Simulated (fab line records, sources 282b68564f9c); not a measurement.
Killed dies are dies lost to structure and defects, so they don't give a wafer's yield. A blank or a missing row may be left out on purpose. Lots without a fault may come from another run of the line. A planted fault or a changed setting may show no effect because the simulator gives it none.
fab line records | flow rit_cmos
record lots=16 wafers=48 last_day=7
route steps=202 shown PRETRO@67
lots that met no fault: from a run of the same line without faults
start_h: hours from the record's first day to the start of the lot's first wafer shown | wait_h: hours since the lot's step before | " the same as in the row above | L1.1+2: a row that stands for several wafers | - no value, or no start given | * or withheld: withheld | < > ~ a bound
route shown NAME@n: a module of which the file shows steps, and the number in the route of the first | usual: mean/standard deviation of fault-free wafers | same: alike in all rows | chamber/n: place in a boat | sites: the reading at each site | _std_site: their standard deviation | _edge_site: outer sites' mean less inner sites' | radius_mm: how far each site lies from the wafer's centre | mask NAME#n: copy n | behind: the tool/chamber that last shaped the wafer | hold: why the lot was held/for how many hours/how that ended | device: the transistor (n, p or np) that didn't switch | end of line: the same wafers' tests at the end of the route | a step without rows: its recipe alone | killed: dies lost to structure and defects at the first sort, not the wafer's yield | map: a wafer's dies, x killed, . not, _ none there
set.NAME: the setting as run; set.NAME@STEP: as run at that earlier step | model.NAME: the simulator's own value behind a step, which no gauge read
steps of the route over a sample of lots; a table a step, a row a wafer
services: from which hour (start_h, from the record's first day; less than 0 if before it) a tool's chamber was out of use, for how many hours, and why
## steps
# step RIT_PRETRO_EXPOSE_03
# recipe mask_id=M5 na=0.57 target_cd_nm=43700 dose_mj=250
# same na=0.57
# columns lot.wafer tool chamber start_h wait_h mask
L949.2+4+5 iline_stepper-02 0 31.86 0.1 M5#0
L950.1+2+4 iline_stepper-01 0 36.71 0.2 M5#0
L951.1+2+4 iline_stepper-02 0 43.92 0.2 M5#0
L952.1+5+6 iline_stepper-02 0 50.23 0.1 M5#0
L955.2+3+5 iline_stepper-02 0 64.38 0.1 M5#0
L958.1+4+6 iline_stepper-01 0 78.47 0.2 M5#0
L959.2+3+4 iline_stepper-01 0 83.24 0.1 M5#0
L961.2+4+5 iline_stepper-01 0 91.98 0.2 M5#0
L962.2+3+4 iline_stepper-01 0 96.40 0.1 M5#0
L963.2+3+6 iline_stepper-01 0 102.28 0.1 M5#0
L964.1+2+6 iline_stepper-02 0 107.53 0.2 M5#0
L965.2+3+6 iline_stepper-02 0 110.70 0.1 M5#0
L968.1+4+6 iline_stepper-02 0 128.62 0.2 M5#0
L969.2+4+5 iline_stepper-02 0 133.97 0.1 M5#0
L970.1+2+4 iline_stepper-02 0 136.13 0.1 M5#0
L971.2+4+5 iline_stepper-02 0 141.94 0.1 M5#0
# step RIT_PRETRO_OVL_MEAS_06
# usual PRETRO_OVL=0.0/1.6
# columns lot.wafer tool chamber start_h wait_h PRETRO_OVL[nm]
L949.2 overlay-01 - 32.27 - -1.0
L949.4 " - " " -1.5
L949.5 " - " " -0.3
L950.1 overlay-01 - 37.14 - -0.5
L950.2 " - " " -1.8
L950.4 " - " " -0.3
L951.1 overlay-02 - 44.35 - 0.7
L951.2 " - " " -0.6
L951.4 " - " " 0.1
L952.1 overlay-01 - 50.66 - 1.1
L952.5 " - " " 1.2
L952.6 " - " " 0.4
L955.2 overlay-01 - 64.80 - 1.2
L955.3 " - " " 0.4
L955.5 " - " " 2.5
L958.1 overlay-01 - 78.90 - -1.2
L958.4 " - " " -2.9
L958.6 " - " " -1.0
L959.2 overlay-02 - 83.78 - -151.4
L959.3 " - " " -150.0
L959.4 " - " " -151.8
L961.2 overlay-01 - 92.40 - -151.1
L961.4 " - " " -148.6
L961.5 " - " " -150.2
L962.2 overlay-02 - 96.82 - -151.5
L962.3 " - " " -149.2
L962.4 " - " " -149.5
L963.2 overlay-01 - 102.69 - -149.5
L963.3 " - " " -147.7
L963.6 " - " " -147.6
L964.1 overlay-02 - 107.96 - -0.1
L964.2 " - " " -1.0
L964.6 " - " " 0.9
L965.2 overlay-01 - 111.11 - 1.3
L965.3 " - " " 2.8
L965.6 " - " " 0.7
L968.1 overlay-02 - 129.05 - -2.8
L968.4 " - " " -1.7
L968.6 " - " " -3.2
L969.2 overlay-02 - 134.52 - -0.5
L969.4 " - " " -1.1
L969.5 " - " " -0.1
L970.1 overlay-01 - 136.56 - 4.7
L970.2 " - " " 3.9
L970.4 " - " " 3.9
L971.2 overlay-02 - 142.36 - 0.3
L971.4 " - " " -0.5
L971.5 " - " " 1.3
## services
# columns tool chamber start_h hours kind
iline_stepper-01 - 61.48 1.7 pm
iline_stepper-01 0 71.56 - calibration
iline_stepper-02 - 95.08 4.4 pm
iline_stepper-01 - 106.96 4.4 pm
iline_stepper-02 - 115.69 1.7 pm
## key
first_sign step=RIT_PRETRO_OVL_MEAS_06 reading=PRETRO_OVL direction=down sigmas=91 usual=0.0 struck=-149.8
effect none on later readings
met_at RIT_PRETRO_EXPOSE_03
struck_lots L959,L961,L962,L963
tester_left_out L959,L961,L962,L963
onset_between 78.47 83.24
fault kind=scanner_matching_overlay tool=iline_stepper-01 chamber=- onset_h=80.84 steps=RIT_PRETRO_EXPOSE_03 offset=-150
# tester_left_out: of these lots the tester's yield and bins aren't shown, on N5 and GAA mostly nor the transistor test; their killed dies are dies lost to structure and defects alone, not to doping, threshold or leakage, so they don't give the yield
